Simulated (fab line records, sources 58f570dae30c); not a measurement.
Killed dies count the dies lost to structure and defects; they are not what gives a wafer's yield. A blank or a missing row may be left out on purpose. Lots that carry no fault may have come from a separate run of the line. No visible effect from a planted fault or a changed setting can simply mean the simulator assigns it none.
Which tool was responsible? || flow berkeley_cmos170 || Sampling: 15 lots, 45 wafers, 4 of 331 route steps

## WHAT THE GAUGES READ, wafer by wafer
UCB170_START_BOW_MEAS_00.
{"lot": "L294", "measured": "day 1 10:00", "on": "film_metro-02", "INCOMING_BOW (um)": "-2 2 5"}
{"lot": "L295", "measured": "day 1 15:01", "on": "film_metro-02", "INCOMING_BOW (um)": "-11 -4 2"}
{"lot": "L296", "measured": "day 1 20:01", "on": "film_metro-04", "INCOMING_BOW (um)": "-5 -3 8"}
{"lot": "L298", "measured": "day 2 06:00", "on": "film_metro-01", "INCOMING_BOW (um)": "9 -8 -4"}
{"lot": "L301", "measured": "day 2 21:04", "on": "film_metro-04", "INCOMING_BOW (um)": "2 -4 -4"}
{"lot": "L302", "measured": "day 3 02:00", "on": "film_metro-02", "INCOMING_BOW (um)": "-3 2 10"}
{"lot": "L303", "measured": "day 3 07:01", "on": "film_metro-04", "INCOMING_BOW (um)": "4 1 -6"}
{"lot": "L309", "measured": "day 4 13:01", "on": "film_metro-01", "INCOMING_BOW (um)": "-2 -15 3"}
{"lot": "L310", "measured": "day 4 18:01", "on": "film_metro-02", "INCOMING_BOW (um)": "-2 12 -1"}
{"lot": "L311", "measured": "day 4 23:00", "on": "film_metro-02", "INCOMING_BOW (um)": "-6 1 1"}
{"lot": "L313", "measured": "day 5 09:01", "on": "film_metro-02", "INCOMING_BOW (um)": "-4 3 0"}
{"lot": "L314", "measured": "day 5 14:01", "on": "film_metro-02", "INCOMING_BOW (um)": "4 -3 1"}
{"lot": "L315", "measured": "day 5 19:01", "on": "film_metro-04", "INCOMING_BOW (um)": "2 7 5"}
{"lot": "L316", "measured": "day 6 00:01", "on": "film_metro-04", "INCOMING_BOW (um)": "4 -11 -10"}
{"lot": "L317", "measured": "day 6 05:00", "on": "film_metro-04", "INCOMING_BOW (um)": "5 7 7"}

UCB170_PFIELD_OVL_MEAS_06.
{"lot": "L294", "measured": "day 4 16:05", "on": "overlay-01", "PFIELD_OVL (nm)": "-2 3 0"}
{"lot": "L295", "measured": "day 4 16:08", "on": "overlay-02", "PFIELD_OVL (nm)": "-9 -4 -12"}
{"lot": "L296", "measured": "day 5 04:00", "on": "overlay-01", "PFIELD_OVL (nm)": "1 7 5"}
{"lot": "L298", "measured": "day 5 15:21", "on": "overlay-01", "PFIELD_OVL (nm)": "7 -1 -3"}
{"lot": "L301", "measured": "day 5 21:32", "on": "overlay-02", "PFIELD_OVL (nm)": "8 8 -3"}
{"lot": "L302", "measured": "day 6 08:20", "on": "overlay-02", "PFIELD_OVL (nm)": "8 8 4"}
{"lot": "L303", "measured": "day 6 07:47", "on": "overlay-01", "PFIELD_OVL (nm)": "-2 -5 -7"}
{"lot": "L313", "measured": "day 9 07:46", "on": "overlay-02", "PFIELD_OVL (nm)": "7 4 5"}
{"lot": "L314", "measured": "day 9 15:43", "on": "overlay-01", "PFIELD_OVL (nm)": "-1 -2 -6"}
{"lot": "L315", "measured": "day 10 01:03", "on": "overlay-01", "PFIELD_OVL (nm)": "-6 -2 -6"}
{"lot": "L316", "measured": "day 10 00:48", "on": "overlay-01", "PFIELD_OVL (nm)": "8 -1 5"}
{"lot": "L317", "measured": "day 10 00:59", "on": "overlay-02", "PFIELD_OVL (nm)": "5 8 4"}

## WHAT TOOL EACH LOT RAN ON (gives the tool, then ch and the chambers of the sampled wafers, and finally the start)
{"lot": "L294", "UCB170_ZERO_PEB_04": "litho_track-04 ch 0, day 1 23:00", "UCB170_NWELL_STRIP_15": "plasma_asher-02 ch 0,1, day 2 11:38"}
{"lot": "L295", "UCB170_ZERO_PEB_04": "litho_track-01 ch 0, day 1 23:00", "UCB170_NWELL_STRIP_15": "plasma_asher-03 ch 1, day 2 11:53"}
{"lot": "L296", "UCB170_ZERO_PEB_04": "litho_track-03 ch 0, day 2 03:46", "UCB170_NWELL_STRIP_15": "plasma_asher-03 ch 0, day 2 20:19"}
{"lot": "L298", "UCB170_ZERO_PEB_04": "litho_track-04 ch 0, day 2 18:19", "UCB170_NWELL_STRIP_15": "plasma_asher-02 ch 0,1, day 3 10:41"}
{"lot": "L301", "UCB170_ZERO_PEB_04": "litho_track-03 ch 0, day 3 06:00", "UCB170_NWELL_STRIP_15": "plasma_asher-04 ch 0,1, day 3 15:56"}
{"lot": "L302", "UCB170_ZERO_PEB_04": "litho_track-03 ch 0, day 3 10:47", "UCB170_NWELL_STRIP_15": "plasma_asher-03 ch 0,1, day 4 02:35"}
{"lot": "L303", "UCB170_ZERO_PEB_04": "litho_track-04 ch 0, day 3 19:37", "UCB170_NWELL_STRIP_15": "plasma_asher-04 ch 0,1, day 4 06:53"}
{"lot": "L309", "UCB170_ZERO_PEB_04": "litho_track-01, day 4 23:00", "UCB170_NWELL_STRIP_15": "-"}
{"lot": "L310", "UCB170_ZERO_PEB_04": "litho_track-03, day 5 03:53", "UCB170_NWELL_STRIP_15": "-"}
{"lot": "L311", "UCB170_ZERO_PEB_04": "litho_track-01, day 5 07:17", "UCB170_NWELL_STRIP_15": "-"}
{"lot": "L313", "UCB170_ZERO_PEB_04": "litho_track-03 ch 0, day 5 19:37", "UCB170_NWELL_STRIP_15": "plasma_asher-04 ch 0, day 6 11:46"}
{"lot": "L314", "UCB170_ZERO_PEB_04": "litho_track-01 ch 0, day 6 01:56", "UCB170_NWELL_STRIP_15": "plasma_asher-04 ch 0, day 6 19:34"}
{"lot": "L315", "UCB170_ZERO_PEB_04": "litho_track-04 ch 0, day 6 06:15", "UCB170_NWELL_STRIP_15": "plasma_asher-02 ch 0,1, day 6 19:51"}
{"lot": "L316", "UCB170_ZERO_PEB_04": "litho_track-03 ch 0, day 6 11:57", "UCB170_NWELL_STRIP_15": "plasma_asher-04 ch 0,1, day 7 01:57"}
{"lot": "L317", "UCB170_ZERO_PEB_04": "litho_track-04 ch 0, day 6 17:23", "UCB170_NWELL_STRIP_15": "plasma_asher-04 ch 0, day 7 11:08"}
- UCB170_ZERO_PEB_04
- UCB170_NWELL_STRIP_15: strips in O2.

## AS READ BY THE TOOLS THEMSELVES (means over the sampled wafers that have a number; for cases with no such wafer, the mark the record gives instead)
UCB170_ZERO_PEB_04.
{"lot": "L294", "tool": "litho_track-04", "chill_plate_temp_C (C)": 22.96, "exhaust_pa (Pa)": 46.4}
{"lot": "L295", "tool": "litho_track-01", "chill_plate_temp_C (C)": 23.02, "exhaust_pa (Pa)": 44.4}
{"lot": "L296", "tool": "litho_track-03", "chill_plate_temp_C (C)": 23.02, "exhaust_pa (Pa)": 45.1}
{"lot": "L298", "tool": "litho_track-04", "chill_plate_temp_C (C)": 22.99, "exhaust_pa (Pa)": 44.0}
{"lot": "L301", "tool": "litho_track-03", "chill_plate_temp_C (C)": 22.99, "exhaust_pa (Pa)": 45.1}
{"lot": "L302", "tool": "litho_track-03", "chill_plate_temp_C (C)": 23.09, "exhaust_pa (Pa)": 43.9}
{"lot": "L303", "tool": "litho_track-04", "chill_plate_temp_C (C)": 23.07, "exhaust_pa (Pa)": 45.3}
{"lot": "L309", "tool": "litho_track-01", "chill_plate_temp_C (C)": "-", "exhaust_pa (Pa)": "-"}
{"lot": "L310", "tool": "litho_track-03", "chill_plate_temp_C (C)": "-", "exhaust_pa (Pa)": "-"}
{"lot": "L311", "tool": "litho_track-01", "chill_plate_temp_C (C)": "-", "exhaust_pa (Pa)": "-"}
{"lot": "L313", "tool": "litho_track-03", "chill_plate_temp_C (C)": 22.95, "exhaust_pa (Pa)": 45.4}
{"lot": "L314", "tool": "litho_track-01", "chill_plate_temp_C (C)": 22.96, "exhaust_pa (Pa)": 46.4}
{"lot": "L315", "tool": "litho_track-04", "chill_plate_temp_C (C)": 23.09, "exhaust_pa (Pa)": 45.0}
{"lot": "L316", "tool": "litho_track-03", "chill_plate_temp_C (C)": 22.99, "exhaust_pa (Pa)": 45.2}
{"lot": "L317", "tool": "litho_track-04", "chill_plate_temp_C (C)": 22.96, "exhaust_pa (Pa)": 45.5}

UCB170_NWELL_STRIP_15.
{"lot": "L294", "tool": "plasma_asher-02", "drypump_motor_current_A (A)": 6.2, "oes_product_au (a.u.)": 0.724, "strip_time_to_endpoint_s (s)": 18.16}
{"lot": "L295", "tool": "plasma_asher-03", "drypump_motor_current_A (A)": 4.8, "oes_product_au (a.u.)": 0.719, "strip_time_to_endpoint_s (s)": 18.08}
{"lot": "L296", "tool": "plasma_asher-03", "drypump_motor_current_A (A)": 6.3, "oes_product_au (a.u.)": 0.719, "strip_time_to_endpoint_s (s)": 17.97}
{"lot": "L298", "tool": "plasma_asher-02", "drypump_motor_current_A (A)": 6.0, "oes_product_au (a.u.)": 0.725, "strip_time_to_endpoint_s (s)": 18.06}
{"lot": "L301", "tool": "plasma_asher-04", "drypump_motor_current_A (A)": 5.5, "oes_product_au (a.u.)": 0.722, "strip_time_to_endpoint_s (s)": 17.96}
{"lot": "L302", "tool": "plasma_asher-03", "drypump_motor_current_A (A)": 5.3, "oes_product_au (a.u.)": 0.723, "strip_time_to_endpoint_s (s)": 18.10}
{"lot": "L303", "tool": "plasma_asher-04", "drypump_motor_current_A (A)": 6.1, "oes_product_au (a.u.)": 0.719, "strip_time_to_endpoint_s (s)": 18.04}
{"lot": "L313", "tool": "plasma_asher-04", "drypump_motor_current_A (A)": 5.0, "oes_product_au (a.u.)": 0.720, "strip_time_to_endpoint_s (s)": 17.95}
{"lot": "L314", "tool": "plasma_asher-04", "drypump_motor_current_A (A)": 5.0, "oes_product_au (a.u.)": 0.720, "strip_time_to_endpoint_s (s)": 18.13}
{"lot": "L315", "tool": "plasma_asher-02", "drypump_motor_current_A (A)": 5.9, "oes_product_au (a.u.)": 0.722, "strip_time_to_endpoint_s (s)": 18.04}
{"lot": "L316", "tool": "plasma_asher-04", "drypump_motor_current_A (A)": 5.5, "oes_product_au (a.u.)": 0.725, "strip_time_to_endpoint_s (s)": 17.94}
{"lot": "L317", "tool": "plasma_asher-04", "drypump_motor_current_A (A)": 5.0, "oes_product_au (a.u.)": 0.721, "strip_time_to_endpoint_s (s)": 18.19}

## THE ANSWER, worked out from the rows above alone
Rule: the lots themselves supply what counts as usual. Put in order of their means at a reading, lots are off if they are a third of the lots or fewer, leave a main group of 4 or more, and stand apart from it by a gap of 3 or more times the standard deviation of the main group's means; of several such gaps the widest counts. If all means in a main group match to the digits the tables above print for the reading, that group is not used. Also off: a lot with no number at a reading for which 4 or more lots have one. Any other lot the step has rows for is counted as sound. After the gauges, taken in route order, come the tools' own readings; for these a lot's mean is taken, as printed above. At the first step where some lot is off, the reading lying furthest off is the one used; lots without a number count as furthest.
Off, at UCB170_ZERO_PEB_04 on chill_plate_temp_C: L309, L310, L311. Without a number there: L309, L310, L311. The main group: mean 23.01 C, standard deviation 0.049.
If a tool, at that step or one of the process steps before it, ran each lot that is off and ran no sound lot following the first of them, it fits. Not one of the candidates tried fits.

## WHAT THE SIMULATOR PUT IN
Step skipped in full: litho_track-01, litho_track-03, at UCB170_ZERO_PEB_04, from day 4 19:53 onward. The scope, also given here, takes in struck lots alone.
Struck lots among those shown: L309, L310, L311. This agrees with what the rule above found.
